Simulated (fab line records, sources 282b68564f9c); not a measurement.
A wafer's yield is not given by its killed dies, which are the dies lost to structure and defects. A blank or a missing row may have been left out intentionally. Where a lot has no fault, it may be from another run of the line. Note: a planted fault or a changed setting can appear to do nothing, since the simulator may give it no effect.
Split-lot trial + flow rit-cmos + 5 lots, 23 wafers read, on a route of 202 steps

ABOUT THE SPLIT
At RIT_FOX1_OXIDATION_00 (target thk 350.7 nm, ox time 1130 s), the setting ox-time-s was moved away from the recipe's 1130 s on 15 of the 23 wafers read, by -12.2% to -4.0%. This setting was run at the recipe's value on the other wafers.

The file shows no step between the split and the reading.

THE READING
FOX1_OXIDE_THK (nm), taken at RIT_FOX1_THK_MEAS_01. A value of 352 nm with a standard deviation of 6.6 nm is what fault-free wafers of this fab line usually give.

| wafer  | tool, chamber at the split | ox-time-s as run, s | against the recipe | FOX1_OXIDE_THK, nm | against lot-mates on the recipe |
|--------|----------------------------|---------------------|--------------------|--------------------|---------------------------------|
| L076.2 | -, -                       | 1085                | -4.0%              | 345                | no lot-mate on the recipe       |
| L076.3 | -, -                       | 1085                | -4.0%              | 342                | no lot-mate on the recipe       |
| L076.4 | -, -                       | 1085                | -4.0%              | 346                | no lot-mate on the recipe       |
| L076.5 | -, -                       | 1085                | -4.0%              | 343                | no lot-mate on the recipe       |
| L076.6 | -, -                       | 1085                | -4.0%              | 341                | no lot-mate on the recipe       |
| L077.1 | -, -                       | 1130                | recipe             | 350                | -                               |
| L077.2 | -, -                       | 1130                | recipe             | 350                | -                               |
| L077.3 | -, -                       | 1130                | recipe             | 350                | -                               |
| L077.4 | -, -                       | 1130                | recipe             | 355                | -                               |
| L077.6 | -, -                       | 1130                | recipe             | 352                | -                               |
| L079.1 | -, -                       | 991.6               | -12.2%             | 327                | no lot-mate on the recipe       |
| L079.2 | -, -                       | 991.6               | -12.2%             | 323                | no lot-mate on the recipe       |
| L079.3 | -, -                       | 991.6               | -12.2%             | 322                | no lot-mate on the recipe       |
| L079.5 | -, -                       | 991.6               | -12.2%             | 329                | no lot-mate on the recipe       |
| L079.6 | -, -                       | 991.6               | -12.2%             | 327                | no lot-mate on the recipe       |
| L081.1 | -, -                       | 1004                | -11.2%             | 331                | no lot-mate on the recipe       |
| L081.3 | -, -                       | 1004                | -11.2%             | 331                | no lot-mate on the recipe       |
| L081.4 | -, -                       | 1004                | -11.2%             | 329                | no lot-mate on the recipe       |
| L081.5 | -, -                       | 1004                | -11.2%             | 330                | no lot-mate on the recipe       |
| L081.6 | -, -                       | 1004                | -11.2%             | 334                | no lot-mate on the recipe       |
| L084.2 | furnace-02, 0              | 1130                | recipe             | 351                | -                               |
| L084.4 | furnace-02, 0              | 1130                | recipe             | 350                | -                               |
| L084.6 | furnace-02, 0              | 1130                | recipe             | 344                | -                               |

THE FIT
A straight line over all 23 wafers: FOX1_OXIDE_THK changes by +1.9 nm for each +1% of ox-time-s; r = +0.97; the points scatter about the line by 2.8 nm.
Too few moved wafers have a lot-mate on the recipe to fit a line with each lot's own level taken away.

THE WHOLE CHAIN: every reading that the file lists as answering this split, in the file's order
| step                  | what it does                        | reading                                                                           | change (the file's fit)             | r (the file's) |
|-----------------------|-------------------------------------|-----------------------------------------------------------------------------------|-------------------------------------|----------------|
| RIT_FOX1_OXIDATION_00 | target thk 350.7 nm, ox time 1130 s | SiO2_of_FOX1_OXIDATION_00.thk-nm (the simulator's own value, which no gauge read) | +1.9 nm for each +1% of the setting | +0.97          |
| RIT_FOX1_THK_MEAS_01  |                                     | FOX1_OXIDE_THK                                                                    | +1.91 for each +1% of the setting   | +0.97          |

FILE'S OWN FIT
FOX1_OXIDE_THK changes by +1.91 nm for each +1% of ox-time-s, r = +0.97.
